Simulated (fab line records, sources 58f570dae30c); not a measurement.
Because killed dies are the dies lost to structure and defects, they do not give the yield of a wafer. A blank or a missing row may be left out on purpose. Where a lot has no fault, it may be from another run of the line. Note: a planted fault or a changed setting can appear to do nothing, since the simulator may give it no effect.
Which of the tools did it?    flow berkeley_cmos170    14 lots with 42 wafers sampled at 4 steps, on a route of 331 steps

## WHAT THE GAUGES READ, wafer by wafer
UCB170_START_BOW_MEAS_00. Usual: for INCOMING_BOW the level is 0 um and the standard deviation is 6.6.
lot   measured     on             INCOMING_BOW (um)  flag
L210  day 1 15:01  film_metro-04  -6 -5 3            
L211  day 1 20:00  film_metro-04  0 -4 -12           
L212  day 2 01:04  film_metro-03  0 -10 -2           
L213  day 2 06:00  film_metro-03  -2 -1 3            
L215  day 2 16:01  film_metro-03  -4 2 14            
L216  day 2 21:02  film_metro-04  14 2 1             
L221  day 3 22:01  film_metro-03  -4 -1 -3           
L222  day 4 03:00  film_metro-03  1 6 -3             
L223  day 4 08:00  film_metro-03  6 6 -5             
L228  day 5 09:00  film_metro-02  4 -2 14            
L229  day 5 14:01  film_metro-03  -2 1 -2            
L230  day 5 19:00  film_metro-02  2 4 -4             
L231  day 6 00:00  film_metro-02  -9 9 -4            
L232  day 6 05:01  film_metro-03  5 7 6              

UCB170_GATE_OVL_MEAS_13. Usual: for GATE_OVL the level is 4 nm and the standard deviation is 5.3.
lot   measured      on          GATE_OVL (nm)  flag
L210  day 6 12:28   overlay-02  3 -6 1         
L211  day 6 12:42   overlay-01  7 3 3          
L212  day 6 12:57   overlay-02  4 11 6         
L213  day 6 22:01   overlay-01  3 0 4          
L215  day 6 22:23   overlay-02  -4 -4 -1       
L216  day 7 11:11   overlay-02  0 6 11         
L221  day 8 15:49   overlay-02  9 4 9          
L222  day 8 15:34   overlay-01  8 9 12         
L223  day 8 14:31   overlay-01  7 16 7         
L228  day 10 01:58  overlay-02  -7 -3 -5       
L229  day 10 02:14  overlay-02  3 7 0          
L230  day 10 01:41  overlay-02  12 5 11        
L231  day 10 02:17  overlay-01  7 9 9          
L232  day 10 08:56  overlay-01  4 -3 2         

UCB170_NLDD_CD_MEAS_06: target cd 1200 nm. Usual: cd_nm at 1199.7 nm, with a standard deviation of 1.7.
lot   measured      on         cd_nm (nm)            flag
L210  day 6 15:50   cd_sem-01  1200.6 1199.1 1200.5  
L211  day 6 16:05   cd_sem-02  1198.0 1200.3 1200.1  
L212  day 6 16:56   cd_sem-02  1196.6 1198.3 1199.1  
L213  day 7 02:55   cd_sem-01  1200.6 1201.5 1200.8  
L215  day 7 03:45   cd_sem-02  1200.4 1200.7 1200.8  
L216  day 7 15:35   cd_sem-02  1199.3 1197.1 1200.3  
L221  day 8 20:29   cd_sem-02  1199.3 1199.3 1199.7  
L222  day 8 20:35   cd_sem-02  1200.5 1201.2 1200.7  
L223  day 8 19:55   cd_sem-01  1200.0 1199.2 1199.8  
L228  day 10 06:55  cd_sem-01  1199.9 1199.1 1201.2  
L229  day 10 07:31  cd_sem-02  1200.1 1198.7 1199.8  
L230  day 10 06:52  cd_sem-02  1200.9 1200.8 1200.4  
L231  day 10 07:35  cd_sem-01  1197.0 1196.6 1196.0  
L232  day 10 12:50  cd_sem-01  1200.0 1200.3 1198.5  

## WHAT TOOL EACH LOT RAN ON (gives the tool, then ch and the chambers of the sampled wafers, and finally the start)
lot   UCB170_NWELL_SOFTBAKE_08
L210  litho_track-04 ch 0, day 2 13:37
L211  litho_track-02 ch 0, day 2 17:40
L212  litho_track-04 ch 0, day 2 17:34
L213  litho_track-04 ch 0, day 2 19:05
L215  litho_track-02 ch 0, day 3 06:23
L216  litho_track-02 ch 0, day 3 16:32
L221  litho_track-02 ch 0, day 4 16:02
L222  litho_track-02 ch 0, day 4 20:04
L223  litho_track-02 ch 0, day 5 01:55
L228  litho_track-03 ch 0, day 6 09:49
L229  litho_track-03 ch 0, day 6 11:17
L230  litho_track-04 ch 0, day 6 16:41
L231  litho_track-03 ch 0, day 6 16:52
L232  litho_track-03 ch 0, day 6 22:20
- UCB170_NWELL_SOFTBAKE_08: time 60 s.

## AS READ BY THE TOOLS THEMSELVES (means over the sampled wafers that have a number; for cases with no such wafer, the mark the record gives instead)
UCB170_NWELL_SOFTBAKE_08. Usual: run_length_s at 89.21 s, with a standard deviation of 0.15.
lot   tool            run_length_s (s)  flag
L210  litho_track-04  89.10             
L211  litho_track-02  89.24             
L212  litho_track-04  89.05             
L213  litho_track-04  89.07             
L215  litho_track-02  89.21             
L216  litho_track-02  89.23             
L221  litho_track-02  89.19             
L222  litho_track-02  91.61             OFF
L223  litho_track-02  91.61             OFF
L228  litho_track-03  89.43             
L229  litho_track-03  89.37             
L230  litho_track-04  89.28             
L231  litho_track-03  89.25             
L232  litho_track-03  89.28             

## THE ANSWER, worked out from the rows above alone
Rule: take the mean of a lot's wafers that have a number; if it is more than 3 standard deviations from the usual mean, the lot is off. A lot without any number at a reading at which 4 lots or more have one is off too. All remaining lots with rows at the step are treated as sound. Order of review: gauges by route order, followed by the tools' own readings, for which a lot's mean as printed above is used. At the first step where some lot is off, the reading lying furthest off is the one used; lots without a number count as furthest.
Off at UCB170_NWELL_SOFTBAKE_08 (run_length_s): L222, L223.
If a tool, at that step or one of the process steps before it, ran each lot that is off and ran no sound lot following the first of them, it fits. One fits: UCB170_NWELL_SOFTBAKE_08 on litho_track-02. A fault onset in the window from L221 (day 4 16:02, its last sound lot) to L222 (day 4 20:04, its first lot off) fits.
The tool's own readings at UCB170_NWELL_SOFTBAKE_08 bear it out: on the lots that are off they differ by more than 5 times the standard deviation of the sound lots' means. run_length_s reads 91.61 s there against 89.22 s on the sound lots.

## WHAT HAD BEEN PUT IN BY THE SIMULATOR
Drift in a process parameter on litho_track-02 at UCB170_NWELL_SOFTBAKE_08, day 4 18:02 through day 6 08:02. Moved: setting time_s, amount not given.
Shown lots that were struck: L222, L223. This agrees with what the rule above found.
